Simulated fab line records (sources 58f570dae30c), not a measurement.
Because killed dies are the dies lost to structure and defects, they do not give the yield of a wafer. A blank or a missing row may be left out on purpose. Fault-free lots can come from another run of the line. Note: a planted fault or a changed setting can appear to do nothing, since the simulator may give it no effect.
Which tool was responsible?	flow berkeley cmos170	13 lots with 39 wafers sampled at 6 steps, on a route of 331 steps

== WHAT EACH GAUGE READ, for each wafer ==
UCB170_SACOX_THK_MEAS_02. Usual: SACOX_OXIDE_THK gives 14.2 nm (standard deviation 0.31).
lot	measured	on	SACOX_OXIDE_THK (nm)	flag
L392	day 5 13:42	film metro-03	14.0 14.5 14.2	
L393	day 6 00:14	film metro-04	13.7 13.9 14.0	
L394	day 6 00:14	film metro-02	14.2 14.3 14.3	
L396	day 6 11:17	film metro-03	14.4 14.4 14.2	
L395	day 6 11:17	film metro-02	14.7 14.7 14.7	
L399	day 7 01:12	film metro-04	14.3 14.4 14.2	
L401	day 7 08:53	film metro-03	13.6 13.5 13.5	
L402	day 7 08:54	film metro-04	14.3 14.5 14.3	
L400	day 7 14:26	film metro-03	14.4 14.6 14.6	
L405	day 8 00:35	film metro-03	14.4 14.1 14.4	
L415	day 9 12:49	film metro-03	14.7 14.1 14.4	
L413	day 9 12:50	film metro-04	14.3 14.4 14.4	
L414	day 9 12:53	film metro-03	14.4 14.2 14.3	

UCB170_V2_CD_MEAS_90: the cd target is 700 nm. Usual: 700.4 nm for cd nm, sd 1.7.
lot	measured	on	cd nm (nm)	flag
L392	day 7 23:18	cd sem-01	701.6 700.4 701.5	
L393	day 8 16:29	cd sem-01	701.6 702.5 701.5	
L394	day 8 10:49	cd sem-01	699.0 699.6 699.0	
L396	day 8 22:57	cd sem-02	697.5 698.9 699.0	
L395	day 8 23:05	cd sem-02	700.9 701.2 699.4	
L399	day 9 19:15	cd sem-01	701.8 701.6 700.1	
L401	day 10 01:03	cd sem-02	700.4 702.2 699.7	
L402	day 9 23:38	cd sem-02	701.3 700.5 700.3	
L400	day 10 01:07	cd sem-01	701.7 702.3 703.3	
L405	day 10 12:07	cd sem-01	702.9 702.9 700.5	
L415	day 12 01:14	cd sem-02	698.7 699.8 700.4	
L413	day 12 01:49	cd sem-01	704.5 703.7 702.9	
L414	day 12 02:08	cd sem-02	698.0 698.2 699.1	

UCB170_M3_CD_MEAS_90: the cd target is 700 nm. Usual: 699 nm for cd nm, sd 3.7.
lot	measured	on	cd nm (nm)	flag
L392	day 8 03:14	cd sem-01	705 698 706	
L393	day 8 20:33	cd sem-02	703 702 700	
L394	day 8 14:58	cd sem-01	700 703 701	
L396	day 9 02:13	cd sem-01	700 696 701	
L395	day 9 02:53	cd sem-02	699 703 707	
L399	day 10 00:20	cd sem-02	696 697 697	
L401	day 10 03:40	cd sem-02	696 698 697	
L402	day 10 03:07	cd sem-01	701 703 702	
L400	day 10 04:01	cd sem-02	702 695 701	
L405	day 10 14:52	cd sem-01	699 699 698	
L415	day 12 03:58	cd sem-01	703 702 705	
L413	day 12 04:44	cd sem-01	699 682 685	
L414	day 12 05:26	cd sem-02	697 704 698	

== WHAT TOOL EACH LOT RAN ON (gives the tool, then ch and the chambers of the sampled wafers, and finally the start) ==
lot	UCB170_M3_STRIP_07	UCB170_M3_METAL_ETCH_18	UCB170_M3_STRIP_19
L392	plasma asher-04 ch 0,1, day 8 00:37	rie metal-01 ch 0,1, day 8 02:52	plasma asher-04 ch 0,1, day 8 03:02
L393	plasma asher-03 ch 0,1, day 8 17:28	rie metal-03 ch 0,1, day 8 20:16	plasma asher-03 ch 0,1, day 8 20:27
L394	plasma asher-04 ch 0,1, day 8 12:08	rie metal-02 ch 1, day 8 14:39	plasma asher-03 ch 0, day 8 14:50
L396	plasma asher-03 ch 0,1, day 8 23:59	rie metal-02 ch 0,1, day 9 01:55	plasma asher-01 ch 0,1, day 9 02:07
L395	plasma asher-01 ch 1, day 9 00:26	rie metal-01 ch 0,1, day 9 02:35	plasma asher-01 ch 0,1, day 9 02:46
L399	plasma asher-03 ch 0,1, day 9 20:32	rie metal-02 ch 0,1, day 10 00:03	plasma asher-03 ch 0,1, day 10 00:14
L401	plasma asher-03 ch 0,1, day 10 01:57	rie metal-02 ch 0,1, day 10 03:22	plasma asher-04 ch 0,1, day 10 03:34
L402	plasma asher-04 ch 0,1, day 10 01:06	rie metal-01 ch 0, day 10 02:43	plasma asher-04 ch 0,1, day 10 03:01
L400	plasma asher-01 ch 0,1, day 10 02:04	rie metal-03 ch 0,1, day 10 03:42	plasma asher-01 ch 0,1, day 10 03:53
L405	plasma asher-04 ch 0,1, day 10 13:05	rie metal-03 ch 1, day 10 14:34	plasma asher-04 ch 0, day 10 14:45
L415	plasma asher-04 ch 0,1, day 12 02:11	rie metal-03 ch 0,1, day 12 03:39	plasma asher-01 ch 0,1, day 12 03:50
L413	plasma asher-03 ch 0,1, day 12 02:43	rie metal-02 ch 0,1, day 12 04:25	plasma asher-03 ch 0,1, day 12 04:36
L414	plasma asher-04 ch 0,1, day 12 03:13	rie metal-01 ch 0,1, day 12 05:10	plasma asher-01 ch 0,1, day 12 05:19
- UCB170_M3_STRIP_07: strips in O2.
- UCB170_M3_METAL_ETCH_18: etches Al in Cl2/BCl3, stops on SiO2, target depth 1170 nm, time 195 s.
- UCB170_M3_STRIP_19: strips in O2.

== WHAT THE TOOLS THEMSELVES READ (means of the sampled wafers that have a number; where no wafer has one, the mark that the record gives instead) ==
UCB170_M3_STRIP_07. Usual: chamber pressure mTorr 3500 mTorr, standard deviation 3.2; drypump motor current A 5.8 A, standard deviation 0.41; oes product au 0.735 a.u., standard deviation 0.0045; strip time to endpoint s 21.94 s, standard deviation 0.061.
lot	tool	chamber pressure mTorr (mTorr)	drypump motor current A (A)	oes product au (a.u.)	strip time to endpoint s (s)	flag
L392	plasma asher-04	3504	5.5	0.735	21.97	
L393	plasma asher-03	3500	6.1	0.734	21.93	
L394	plasma asher-04	3500	5.8	0.738	21.97	
L396	plasma asher-03	3498	5.9	0.733	22.02	
L395	plasma asher-01	3501	6.3	0.737	21.91	
L399	plasma asher-03	3501	6.1	0.733	22.05	
L401	plasma asher-03	3503	5.9	0.737	21.98	
L402	plasma asher-04	3499	5.8	0.733	21.96	
L400	plasma asher-01	3499	5.7	0.737	21.90	
L405	plasma asher-04	3502	5.5	0.732	21.97	
L415	plasma asher-04	3498	5.5	0.731	21.84	
L413	plasma asher-03	3500	6.0	0.734	21.98	
L414	plasma asher-04	3500	5.5	0.729	21.95	

UCB170_M3_METAL_ETCH_18. Usual: bias w 120.0 W, standard deviation 0.36; chamber pressure mTorr 12.000 mTorr, standard deviation 0.01; drypump motor current A 5.6 A, standard deviation 0.37; oes product au 0.861 a.u., standard deviation 0.011; rf fwd power W 598.2 W, standard deviation 1.9; throttle valve pct 24.25 %, standard deviation 0.22.
lot	tool	bias w (W)	chamber pressure mTorr (mTorr)	drypump motor current A (A)	oes product au (a.u.)	rf fwd power W (W)	throttle valve pct (%)	flag
L392	rie metal-01	119.6	12.000	5.3	0.848	598.6	24.09	
L393	rie metal-03	120.3	12.012	6.0	0.880	597.2	24.13	
L394	rie metal-02	119.8	12.004	5.1	0.840	596.7	24.63	
L396	rie metal-02	120.2	12.003	5.4	0.846	599.1	24.50	
L395	rie metal-01	120.2	12.010	5.4	0.853	600.2	24.09	
L399	rie metal-02	120.2	11.985	5.4	0.851	597.1	24.51	
L401	rie metal-02	119.8	12.005	5.5	0.856	599.2	24.50	
L402	rie metal-01	120.1	12.006	5.4	0.851	597.6	24.18	
L400	rie metal-03	119.9	11.993	6.0	0.867	597.1	24.13	
L405	rie metal-03	119.7	11.994	5.7	0.878	599.0	24.39	
L415	rie metal-03	120.2	12.004	5.9	0.864	596.8	24.26	
L413	rie metal-02	120.2	11.995	5.7	0.854	759.8	24.38	OFF
L414	rie metal-01	120.1	11.987	5.4	0.865	600.0	24.07	

UCB170_M3_STRIP_19. Usual: chamber pressure mTorr 3500 mTorr, standard deviation 3.3; drypump motor current A 5.9 A, standard deviation 0.39; oes product au 0.542 a.u., standard deviation 0.012.
lot	tool	chamber pressure mTorr (mTorr)	drypump motor current A (A)	oes product au (a.u.)	flag
L392	plasma asher-04	3500	5.7	0.541	
L393	plasma asher-03	3502	5.9	0.547	
L394	plasma asher-03	3499	6.3	0.547	
L396	plasma asher-01	3500	5.8	0.534	
L395	plasma asher-01	3500	5.8	0.559	
L399	plasma asher-03	3497	6.1	0.536	
L401	plasma asher-04	3498	5.8	0.534	
L402	plasma asher-04	3501	5.8	0.556	
L400	plasma asher-01	3501	6.0	0.537	
L405	plasma asher-04	3503	6.1	0.546	
L415	plasma asher-01	3501	5.8	0.551	
L413	plasma asher-03	3501	5.9	0.393	OFF
L414	plasma asher-01	3500	6.1	0.541	

== THE ANSWER, worked out from the rows above alone ==
Rule: take the mean of a lot's wafers that have a number; if it is more than 3 standard deviations from the usual mean, the lot is off. A lot without any number at a reading at which 4 lots or more have one is off too. Where the step has rows for the other lots, those lots are counted as sound. First the gauges in route order, then the tools' own readings, where a lot's mean is used as printed above. The first step at which some lot is off is used, and at that step the reading that is off furthest; a lot without a number counts as furthest.
Off: L413 (UCB170_M3_METAL_ETCH_18, rf fwd power W).
If a tool, at that step or one of the process steps before it, ran each lot that is off and ran no sound lot following the first of them, it fits. Undecided on this evidence; 2 tools fit (plasma asher-03 at UCB170_M3_STRIP_07, rie metal-02 at UCB170_M3_METAL_ETCH_18).

== WHAT THE SIMULATOR HAD INSERTED ==
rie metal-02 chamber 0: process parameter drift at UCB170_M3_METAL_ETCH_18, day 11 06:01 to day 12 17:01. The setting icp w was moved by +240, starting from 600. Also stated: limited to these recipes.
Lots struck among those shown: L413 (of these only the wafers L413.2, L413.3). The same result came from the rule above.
